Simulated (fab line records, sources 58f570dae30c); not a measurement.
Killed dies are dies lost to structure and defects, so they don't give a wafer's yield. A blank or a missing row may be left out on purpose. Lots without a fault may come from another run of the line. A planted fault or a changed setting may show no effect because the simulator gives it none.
Chamber matching | flow berkeley_cmos170 | UCB170_GATE_ETCH_15 on rie_si-02: 4 sister chambers
The step etches poly-Si in HBr/Cl2, stops on SiO2, time 56.3 s, target depth 278.2 nm. 17 wafers are shown with their chamber, then 8 later ones without.

WAFERS WITH THEIR CHAMBER
wafer  | chamber | throttle_valve_pct (%) | drypump_motor_current_A (A) | oes_product_au (a.u.)
L301.1 | 0       | 26.51                  | 5.6                         | 0.832
L301.2 | 3       | 26.62                  | 5.9                         | 0.834
L301.4 | 2       | 26.88                  | 5.8                         | 0.839
L304.1 | 1       | 26.44                  | 6.6                         | 0.799
L304.4 | 2       | 26.88                  | 5.8                         | 0.832
L304.6 | 1       | 26.44                  | 6.6                         | 0.807
L307.2 | 2       | 26.87                  | 5.9                         | 0.853
L307.3 | 0       | 26.50                  | 5.6                         | 0.829
L307.6 | 2       | 26.88                  | 5.9                         | 0.854
L308.1 | 3       | 26.60                  | 6.0                         | 0.833
L308.3 | 2       | 26.89                  | 5.8                         | 0.848
L308.4 | 1       | 26.44                  | 6.6                         | 0.810
L312.2 | 1       | 26.44                  | 6.6                         | 0.811
L312.5 | 1       | 26.42                  | 6.6                         | 0.818
L313.2 | 0       | 26.49                  | 5.6                         | 0.837
L313.3 | 1       | 26.44                  | 6.6                         | 0.820
L316.1 | 0       | 26.50                  | 5.6                         | 0.827

SIGNATURES (means of the wafers above)
reading                 | chamber 0 | chamber 1 | chamber 2 | chamber 3 | scatter within a chamber
throttle_valve_pct      | 26.5000   | 26.4367   | 26.8800   | 26.6100   | 0.00847
drypump_motor_current_A | 5.600     | 6.600     | 5.840     | 5.950     | 0.0362
oes_product_au          | 0.83125   | 0.81083   | 0.84520   | 0.83350   | 0.00737
Rule: a wafer's distance from a chamber is the root of the sum, over the readings, of the square of ((its reading less the chamber's mean) divided by the reading's scatter). The wafer belongs to the nearest chamber; if the next one is less than 2 further off, it can't be placed. The scatter: the root of (the sum of the squares of (reading less its chamber's mean) over the shown wafers, divided by (wafers less chambers)).

WAFERS WITHOUT THEIR CHAMBER
wafer  | throttle_valve_pct (%) | drypump_motor_current_A (A) | oes_product_au (a.u.)
L316.2 | 26.89                  | 5.8                         | 0.847
L316.6 | 26.62                  | 5.9                         | 0.826
L322.3 | 26.87                  | 5.8                         | 0.845
L322.4 | 26.61                  | 5.9                         | 0.832
L322.6 | 26.89                  | 5.8                         | 0.834
L323.1 | 26.88                  | 5.8                         | 0.848
L323.3 | 26.43                  | 6.6                         | 0.826
L323.4 | 26.60                  | 5.9                         | 0.843

WHICH CHAMBER EACH WENT THROUGH
wafer  | from the rows above | in truth
L316.2 | 2                   | 2
L316.6 | 3                   | 3
L322.3 | 2                   | 2
L322.4 | 3                   | 3
L322.6 | 2                   | 2
L323.1 | 2                   | 2
L323.3 | 1                   | 1
L323.4 | 3                   | 3
Placed correctly: 8 of 8. Can't be placed from these rows: 0. Placed wrongly: 0.
